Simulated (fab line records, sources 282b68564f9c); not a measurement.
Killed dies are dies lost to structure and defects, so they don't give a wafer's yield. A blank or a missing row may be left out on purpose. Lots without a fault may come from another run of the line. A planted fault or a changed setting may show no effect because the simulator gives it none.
Split-lot experiment | flow rit_cmos | 5 lots, 27 wafers read, on a route of 202 steps

THE SPLIT
At RIT_SDANNEAL_RTA_03 (time 5 s), the setting time_s was moved away from the recipe's 5 s on 9 of the 27 wafers read, by -48.4% to +37.2%. The other wafers ran this setting at the recipe's value.

FROM THE SPLIT TO THE READING: what the file shows between them, 3 steps
- RIT_SDANNEAL_RS_MEAS_04: measures by four-point-probe
- RIT_SDANNEAL_RS_MEAS_05: measures by four-point-probe
- RIT_SDANNEAL_RS_MEAS_06: measures by four-point-probe

THE READING
NLDD_RS, in ohm/sq, at RIT_SDANNEAL_RS_MEAS_07 (measures by four-point-probe). Fault-free wafers of this fab line usually give 149.5 ohm/sq, standard deviation 0.46 ohm/sq.

wafer  | tool, chamber at the split | time_s as run, s | against the recipe | NLDD_RS, ohm/sq | against lot-mates on the recipe
L074.1 | rtp_anneal-02, 0           | 5                | recipe             | 149.1           | -
L074.2 | rtp_anneal-02, 0           | 6.861            | +37.2%             | 147.9           | -1.3
L074.3 | rtp_anneal-02, 0           | 5                | recipe             | 149.3           | -
L074.4 | rtp_anneal-02, 0           | 5                | recipe             | 149.1           | -
L074.5 | rtp_anneal-02, 0           | 6.861            | +37.2%             | 148.1           | -1.1
L074.6 | rtp_anneal-02, 0           | 6.861            | +37.2%             | 147.9           | -1.3
L076.2 | rtp_anneal-02, 0           | 5                | recipe             | 149.5           | -
L076.3 | rtp_anneal-02, 0           | 5                | recipe             | 149.7           | -
L076.6 | rtp_anneal-02, 0           | 5                | recipe             | 149.5           | -
L077.1 | rtp_anneal-01, 0           | 2.959            | -40.8%             | 150.4           | +1.4
L077.2 | rtp_anneal-01, 0           | 5                | recipe             | 149.0           | -
L077.3 | rtp_anneal-01, 0           | 2.959            | -40.8%             | 150.4           | +1.4
L077.4 | rtp_anneal-01, 0           | 2.959            | -40.8%             | 150.3           | +1.3
L077.5 | rtp_anneal-01, 0           | 5                | recipe             | 148.9           | -
L077.6 | rtp_anneal-01, 0           | 5                | recipe             | 149.2           | -
L078.1 | rtp_anneal-02, 0           | 5                | recipe             | 149.5           | -
L078.2 | rtp_anneal-02, 0           | 5                | recipe             | 149.3           | -
L078.3 | rtp_anneal-02, 0           | 5                | recipe             | 149.5           | -
L078.4 | rtp_anneal-02, 0           | 5                | recipe             | 149.3           | -
L078.5 | rtp_anneal-02, 0           | 5                | recipe             | 149.8           | -
L078.6 | rtp_anneal-02, 0           | 5                | recipe             | 149.6           | -
L080.1 | rtp_anneal-01, 0           | 5                | recipe             | 148.9           | -
L080.2 | rtp_anneal-01, 0           | 2.58             | -48.4%             | 150.7           | +1.6
L080.3 | rtp_anneal-01, 0           | 5                | recipe             | 149.2           | -
L080.4 | rtp_anneal-01, 0           | 2.58             | -48.4%             | 150.0           | +0.9
L080.5 | rtp_anneal-01, 0           | 5                | recipe             | 149.1           | -
L080.6 | rtp_anneal-01, 0           | 2.58             | -48.4%             | 150.5           | +1.4

THE FIT
A straight line over all 27 wafers: NLDD_RS changes by -0.0278 ohm/sq for each +1% of time_s; r = -0.93; the points scatter about the line by 0.27 ohm/sq.
The same after taking each lot's own level away (the mean of its wafers on the recipe; 27 wafers): -0.0305 ohm/sq for each +1%; r = -0.98; scatter 0.17 ohm/sq.
On that fit, the largest move of time_s shifts the reading by 1.5 ohm/sq.
The lots' own levels span 149.03 to 149.57 ohm/sq, that is 1.2 times the standard deviation above.
So the lot-to-lot level changes the slope little: the two slopes agree.
Check: with one of the wafers moved furthest among these (-48.4%) left out of the fit, the line predicts +1.43 ohm/sq for it against its lot-mates. It came out at +1.63 ohm/sq against them.

OTHER SPLITS ON THESE WAFERS
These wafers also went through other splits before the reading. Each is held against what the fit with the lots' levels taken away leaves over:
other split on the same wafers  | wafers away from the commonest value | r with NLDD_RS (lot level and that fit taken away)
RIT_GATE_OXIDATION_05 ox_time_s | 18                                   | +0.07
RIT_SPACER_CVD_03 time_s        | 18                                   | -0.03

THE WHOLE CHAIN: every reading that the file lists as answering this split, in the file's order
step                    | what it does                 | reading | change (the file's fit)             | r (the file's)
RIT_SDANNEAL_RS_MEAS_04 | measures by four-point-probe | PSD_RS  | -0.158 for each +1% of the setting  | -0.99
RIT_SDANNEAL_RS_MEAS_05 | measures by four-point-probe | NSD_RS  | -0.0289 for each +1% of the setting | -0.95
RIT_SDANNEAL_RS_MEAS_06 | measures by four-point-probe | PLDD_RS | -0.187 for each +1% of the setting  | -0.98
RIT_SDANNEAL_RS_MEAS_07 | measures by four-point-probe | NLDD_RS | -0.0298 for each +1% of the setting | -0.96

THE FILE'S OWN FIT
NLDD_RS changes by -0.0298 ohm/sq for each +1% of time_s, r = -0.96.
